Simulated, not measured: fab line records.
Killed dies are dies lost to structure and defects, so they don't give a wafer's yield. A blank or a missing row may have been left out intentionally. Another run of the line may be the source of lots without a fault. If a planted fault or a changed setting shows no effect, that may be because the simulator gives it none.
Split-lot experiment | flow rit_cmos | 5 lots, 23 wafers read, on a route of 202 steps

== ON THE SPLIT ==
At RIT_PSD_IMPLANT_08, the setting dose_cm2 was moved away from the recipe's 5e+15 on 6 of the 23 wafers read, by -6.9% to +4.9%. This setting was run at the recipe's value on the other wafers.

== FROM THE SPLIT TO THE READING: what the file shows between them, 4 steps ==
- RIT_SDANNEAL_CLEAN_00: cleans in SC1, time 600 s (also split here: temp_c)
- RIT_SDANNEAL_CLEAN_01: cleans in dHF, time 30 s
- RIT_SDANNEAL_CLEAN_02: cleans in SC2, time 600 s
- RIT_SDANNEAL_RTA_03: time 5 s

== THE READING ==
Measured at RIT_SDANNEAL_RS_MEAS_04 by four-point probe: PSD_RS, in ohm/sq. A value of 115.95 ohm/sq with a standard deviation of 0.24 ohm/sq is what fault-free wafers of this fab line usually give.

wafer  | tool, chamber at the split | dose_cm2 as run | against the recipe | PSD_RS, ohm/sq | against lot-mates on the recipe
L077.1 | implanter-03, 0            | 5e+15           | recipe             | 116.04         | -
L077.2 | implanter-03, 0            | 5e+15           | recipe             | 116.02         | -
L077.3 | implanter-03, 0            | 5e+15           | recipe             | 116.21         | -
L081.1 | implanter-02, 0            | 4.686e+15       | -6.3%              | 116.51         | +0.51
L081.2 | implanter-02, 0            | 5e+15           | recipe             | 115.98         | -
L081.3 | implanter-02, 0            | 5e+15           | recipe             | 116.09         | -
L081.4 | implanter-02, 0            | 5e+15           | recipe             | 115.94         | -
L081.6 | implanter-02, 0            | 4.686e+15       | -6.3%              | 117.11         | +1.11
L082.2 | implanter-03, 0            | 5e+15           | recipe             | 115.72         | -
L082.3 | implanter-03, 0            | 4.657e+15       | -6.9%              | 116.64         | +0.67
L082.4 | implanter-03, 0            | 5e+15           | recipe             | 116.02         | -
L082.5 | implanter-03, 0            | 4.657e+15       | -6.9%              | 116.82         | +0.85
L082.6 | implanter-03, 0            | 5e+15           | recipe             | 116.16         | -
L083.1 | implanter-04, 0            | 5e+15           | recipe             | 115.92         | -
L083.3 | implanter-04, 0            | 5e+15           | recipe             | 115.90         | -
L083.4 | implanter-04, 0            | 5.244e+15       | +4.9%              | 115.54         | -0.52
L083.5 | implanter-04, 0            | 5e+15           | recipe             | 116.36         | -
L083.6 | implanter-04, 0            | 5.244e+15       | +4.9%              | 115.78         | -0.28
L084.1 | implanter-02, 0            | 5e+15           | recipe             | 115.90         | -
L084.2 | implanter-02, 0            | 5e+15           | recipe             | 115.73         | -
L084.3 | implanter-02, 0            | 5e+15           | recipe             | 115.86         | -
L084.5 | implanter-02, 0            | 5e+15           | recipe             | 115.91         | -
L084.6 | implanter-02, 0            | 5e+15           | recipe             | 116.13         | -

FIT RESULTS
A straight line over all 23 wafers: PSD_RS changes by -0.105 ohm/sq for each +1% of dose_cm2; r = -0.87; the points scatter about the line by 0.19 ohm/sq.
The same after taking each lot's own level away (the mean of its wafers on the recipe; 23 wafers): -0.109 ohm/sq for each +1%; r = -0.89; scatter 0.17 ohm/sq.
Per that fit: largest dose_cm2 move, reading shift of 0.75 ohm/sq.
The lots' own levels span 115.906 to 116.090 ohm/sq, that is 0.8 times the standard deviation above.
So the lot-to-lot level changes the slope little: the two slopes agree.
Check: +0.802 ohm/sq against its lot-mates is what the line predicts for one of the wafers moved furthest among these (-6.9%) when that wafer is left out of the fit. Against them it came out at +0.673 ohm/sq.

== OTHER SPLITS ON THESE WAFERS ==
These wafers also went through other splits before the reading. Each is held against what the fit with the lots' levels taken away leaves over:
other split on the same wafers      | wafers away from the commonest value | r with PSD_RS (lot level and that fit taken away)
RIT_SPACER_CVD_03 sih2cl2_flow_sccm | 15                                   | +0.12
RIT_NSD_IMPLANT_08 dose_cm2         | 9                                    | -0.26
RIT_SDANNEAL_CLEAN_00 temp_c        | 15                                   | +0.14

== THE FILE'S OWN FIT ==
PSD_RS changes by -0.111 ohm/sq for each +1% of dose_cm2, r = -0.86.
